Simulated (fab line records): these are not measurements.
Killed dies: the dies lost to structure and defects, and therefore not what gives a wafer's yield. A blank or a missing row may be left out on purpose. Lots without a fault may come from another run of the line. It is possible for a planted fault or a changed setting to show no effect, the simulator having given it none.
A lot that was struck, set against a sound lot | flow berkeley cmos170 | 44 steps out of a route of 331
Sound: the wafers L221.3, L221.4, L221.5. Wafers struck: L222.1, L222.4, L222.5. At the end, the cause is stated.
Order at every step that has rows: each side's tool, ch and its chambers, its first start. Under that, the readings that differ: sound wafers | struck wafers | difference of the means | sigmas: that difference in standard deviations of wafers without a fault.
alike: a reading whose means differ by less than 2 such deviations, as well as words and numbers matching on both sides. not compared: withheld readings; readings where some wafer has no value; bounds like >300 that might hide an equal value; numbers whose values overlap and for which the record gives no deviation.
A row with sigmas, a row that says differs or no value, or rows on one side alone: a step with any of these is where the two part. Non-overlapping numbers with no deviation appear without sigmas and do not part them. A reading that every wafer of one side lacks parts them only if that side has two wafers or more.

first, 3 steps without rows for these wafers: UCB170_NLDD_EXPOSE_03 (exposes mask NSELECT, target cd 1200 nm); UCB170_NLDD_PEB_04; UCB170_NLDD_DEVELOP_05 (develop time 45 s).
UCB170_NLDD_CD_MEAS_06 targets a cd of 1200 nm.
  sound: cd sem-02 at day 8 22:23; struck: cd sem-01 at day 9 06:31
  alike: cd nm
UCB170_NLDD_OVL_MEAS_07:
  sound: overlay-01 at day 8 22:29; struck: overlay-02 at day 9 06:38
  alike: NLDD_OVL
then, 2 steps without rows for these wafers: UCB170_NLDD_IMPLANT_08; UCB170_NLDD_IMPLANT_09.
UCB170_NLDD_STRIP_10: strips in O2.
  sound on plasma asher-04 ch 0,1, day 8 22:50; struck on plasma asher-04 ch 0,1, day 9 06:58
  alike: drypump motor current A, oes product au, strip time to endpoint s
  not compared: rf hours counter h
UCB170_NLDD_TW_MEAS_11:
  sound: film metro-03 at day 8 22:55; struck: film metro-01 at day 9 07:04
  reading | sound          | struck         | difference | sigmas
  NLDD_TW | 2205 2203 2199 | 2218 2243 2219 | +24        | +2
then, 1 step without rows for these wafers: UCB170_NLDD_CLEAN_12 (cleans in SPM, time 600 s).
UCB170_SPACER_CVD_00: deposits SiO2 from TEOS/O2, target thk 376 nm, time 47 s.
  sound on pecvd-03 ch 0,1,2, day 8 23:10; struck on pecvd-01 ch 0,2, day 9 07:19
  alike: heater power w
  not compared: since wet clean h
UCB170_SPACER_THK_MEAS_01:
  sound: film metro-04 at day 8 23:14; struck: film metro-03 at day 9 07:22
  alike: SPACER_TEOS_THK
UCB170_SPACER_ANNEAL_02: time 1800 s.
  sound on furnace-01 ch 0, day 9 03:32; struck on furnace-01 ch 0, day 9 12:23
  reading                | sound                | struck               | difference | sigmas
  spike tc centre C (C)  | 900.7 901.4 902.5    | 864.0 864.9 865.1    | -36.9      | -34
  spike tc load C (C)    | 924.1 922.3 920.9    | 887.0 885.2 885.7    | -36.5      | -28
  spike tc source C (C)  | 928 929 928          | 893 891 890          | -37        | -10
  tube center temp C (C) | 899.94 900.01 900.02 | 862.64 862.67 862.62 | -37.35     | -99 or more
  tube_center_temp_C_max | 902.8 902.6 902.4    | 865.6 864.4 865.1    | -37.6      | -99 or more
UCB170_SPACER_ETCHBACK_03: etches SiO2 in CHF3/CF4/Ar, stops on Si, target depth 376 nm, time 100 s.
  sound on rie diel-02 ch 0,1,2, day 9 05:02; struck on rie diel-01 ch 1,2, day 9 13:53
  alike: drypump motor current A, mfc ar sccm, oes product au, throttle valve pct
  not compared: rf hours counter h
then, 6 steps without rows for these wafers: UCB170_PSD_HMDS_00 (prime time 60 s); UCB170_PSD_COAT_01 (resist thk 900 nm); UCB170_PSD_SOFTBAKE_02 (time 60 s); UCB170_PSD_EXPOSE_03 (exposes mask PSELECT MOD, target cd 1200 nm); UCB170_PSD_PEB_04; UCB170_PSD_DEVELOP_05 (develop time 45 s).
UCB170_PSD_CD_MEAS_06 targets a cd of 1200 nm.
  sound: cd sem-01 at day 9 06:26; struck: cd sem-01 at day 9 15:22
  alike: cd nm
UCB170_PSD_OVL_MEAS_07:
  sound: overlay-01 at day 9 06:32; struck: overlay-02 at day 9 15:29
  alike: PSD_OVL
after that, 1 step had no rows for these wafers: UCB170_PSD_IMPLANT_08.
UCB170_PSD_STRIP_09: strips in O2.
  sound on plasma asher-01 ch 0,1, day 9 06:44; struck on plasma asher-04 ch 0,1, day 9 15:41
  alike: drypump motor current A, oes product au, strip time to endpoint s
  not compared: rf hours counter h
UCB170_PSD_TW_MEAS_10:
  sound: film metro-03 at day 9 06:49; struck: film metro-04 at day 9 15:47
  reading | sound          | struck         | difference | sigmas
  PSD_TW  | 2313 2330 2309 | 2351 2346 2353 | +33        | +3
then, 7 steps without rows for these wafers: UCB170_PSD_CLEAN_11 (cleans in SPM, time 600 s); UCB170_NSD_HMDS_00 (prime time 60 s); UCB170_NSD_COAT_01 (resist thk 900 nm); UCB170_NSD_SOFTBAKE_02 (time 60 s); UCB170_NSD_EXPOSE_03 (exposes mask NSELECT MOD, target cd 1200 nm); UCB170_NSD_PEB_04; UCB170_NSD_DEVELOP_05 (develop time 45 s).
UCB170_NSD_CD_MEAS_06 targets a cd of 1200 nm.
  sound: cd sem-01 at day 9 09:20; struck: cd sem-01 at day 9 17:18
  alike: cd nm
UCB170_NSD_OVL_MEAS_07:
  sound: overlay-02 at day 9 09:26; struck: overlay-02 at day 9 17:25
  alike: NSD_OVL
after that, 1 step had no rows for these wafers: UCB170_NSD_IMPLANT_08.
UCB170_NSD_STRIP_09: strips in O2.
  sound on plasma asher-02 ch 0,1, day 9 09:38; struck on plasma asher-03 ch 0,1, day 9 17:37
  alike: drypump motor current A, oes product au, strip time to endpoint s
  not compared: rf hours counter h
UCB170_NSD_TW_MEAS_10:
  sound: film metro-03 at day 9 09:44; struck: film metro-01 at day 9 17:43
  alike: NSD_TW
then, 5 steps without rows for these wafers: UCB170_NSD_CLEAN_11 (cleans in SPM, time 600 s); UCB170_BACKSIDE_HMDS_00 (prime time 60 s); UCB170_BACKSIDE_COAT_01 (resist thk 900 nm); UCB170_BACKSIDE_SOFTBAKE_02 (time 60 s); UCB170_BACKSIDE_STRIP_03 (strips in O2).
UCB170_SDANNEAL_RS_MEAS_04: uses a four-point probe to measure.
  sound: film metro-04 at day 9 11:08; struck: film metro-01 at day 9 19:03
  reading          | sound          | struck         | difference | sigmas
  PLDD_RS (ohm/sq) | 1035 1034 1035 | 1196 1201 1196 | +163       | +49
UCB170_M3_PROBE_99:
  sound: prober-01 at day 10 08:23; struck: prober-02 at day 10 19:57
  reading                             | sound             | struck            | difference | sigmas
  model.etest.pmos_0p6.r on ohm um    | 8468 8247 8525    | 8685 8752 8891    | +363       |
  model.etest.pmos_0p35.r on ohm um   | 4644 4583 4731    | 4964 4988 5021    | +338       |
  model.etest.pldd.line ohm um        | 1783 1816 1793    | 1843 1899 1868    | +73        |
  model.etest.pldd.rs ohm sq          | 1121 1110 1129    | 1162 1180 1176    | +53        |
  model.etest.nldd.line ohm um        | 1239 1255 1220    | 1149 1190 1176    | -66        |
  model.etest.nldd.rs ohm sq          | 772.7 768.7 778.8 | 737.5 734.5 739.1 | -36.4      |
  model.etest.pmos turned.drive ua um | 301.2 308.1 295.8 | 275.7 274.8 270   | -28.2      |
  model.etest.pmos_0p35.drive ua um   | 286.6 293.2 281.5 | 266.8 263 262.3   | -23.1      |

## WHERE THEY PART
Last at UCB170_SDANNEAL_RS_MEAS_04 as far as this record goes, first at UCB170_NLDD_TW_MEAS_11.

WHY: what had been put in by the simulator
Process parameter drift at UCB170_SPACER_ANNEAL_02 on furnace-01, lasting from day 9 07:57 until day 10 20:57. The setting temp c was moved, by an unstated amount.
